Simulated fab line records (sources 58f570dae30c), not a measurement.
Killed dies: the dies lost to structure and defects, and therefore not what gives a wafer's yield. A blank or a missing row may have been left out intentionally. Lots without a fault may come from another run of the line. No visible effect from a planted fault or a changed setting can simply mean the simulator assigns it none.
Problem report, 8D (eight disciplines) form, completed by code    flow berkeley-cmos170    the parts of the form that need people (team, actions taken, sign-off) are left out

1. WHAT IS WRONG
Mean V2_TEOS_THK at UCB170_V2_THK_MEAS_01: 1779 nm over 9 wafers in 3 lots; fault-free wafers: 2001 nm, standard deviation 23. Measured from the usual mean, that is -9.7 standard deviations.
The first sign was on wafer L104.1 at day 11 01:06, on film-metro-03. The record has a number at this step for 45 wafers belonging to 15 lots. By rule, "out" or "out of limits" means more than 4 standard deviations away from the usual mean. The other wafers with a number count as sound.

2. WHAT IT IS AND WHAT IT IS NOT
question                     is                            is not
which readings at this step  V2_TEOS_THK                   -
which lots                   L104, L107, L108              L100, L109, L111, L988, L989, L990, L991, L992, L995, L997, L998, L999
which wafers of those lots   all that have a number        -
read on which gauges         film-metro-02, film-metro-03  film-metro-04
when                         from day 11 01:06             up to then (30 sound wafers); but 6 sound wafers of L109, L111 came after

3. WHAT RULES OUT EACH SUSPECT
Counting: a tool stays on the suspect list if, at a process step up to the reading, it processed all lots that are out and no sound lot following the first of them.
- the gauge at UCB170_V2_THK_MEAS_01 is ruled out. Those wafers that are out were read across 2 gauges (film-metro-02, film-metro-03).
- pecvd-01 at UCB170_V2_CVD_00 (deposits SiO2 from TEOS/O2, target thk 2000 nm, time 250 s): kept. It processed each lot that is out, first L104 at day 11 00:56, and no sound lot thereafter; up to then, the last sound lot it processed was L100 at day 9 20:28.
Remaining after the count: pecvd-01 at UCB170_V2_CVD_00.

4. THE CAUSE (what the simulator had put in)
Site profile drift: pecvd-01, from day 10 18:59 on, at UCB170_V2_CVD_00. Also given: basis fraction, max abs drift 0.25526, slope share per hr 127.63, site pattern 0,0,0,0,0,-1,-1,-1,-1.
After counting, this tool was the only one left.

5. SEQUENCE OF EFFECTS, ordered by route
Each row: a reading where the mean over the struck wafers with a number is more than 3 standard deviations away from the usual. Only readings whose record carries a usual standard deviation are examined. hours: median over the lots of the time between each lot's start at the first step of this table that gives one and its start at this step. sigmas: the change, counted in usual standard deviations.
hours  step                   reading               usual       on struck wafers  change  sigmas
0      UCB170_V2_THK_MEAS_01  V2_TEOS_THK           2001 nm     1779              -222    -9.7
0      UCB170_V2_THK_MEAS_04  V2_POLISHED_THK       999.9 nm    772.8             -227.1  -99 or more
2      UCB170_V2_ETCH_14      oes-product-au        0.872 a.u.  0.754             -0.118  -15
5      UCB170_M3_PROBE_99     sort_bin_3_pad_short  0.1 %       0.6               +0.5    +3.6
The process steps in it:
- UCB170_V2_ETCH_14: etches SiO2 in CHF3/CF4/Ar, stops on Al, target depth 1250 nm, time 291 s.
- UCB170_M3_PROBE_99

6. HOW IT WOULD HAVE BEEN CAUGHT EARLIER
The first out-of-limits reading at a measuring or inspecting step in this record came at day 11 01:06, 6 hours after the fault's start at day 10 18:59.
An alarm limit of 4 standard deviations would not have fired on the tool readings at UCB170_V2_CVD_00 for which the record gives a usual standard deviation, since none of them was out on any struck wafer.
Lots out: 3; of these, L107, L108 started UCB170_V2_CVD_00 on pecvd-01 after day 11 01:06. A hold on the tool at that time would have spared those 2.
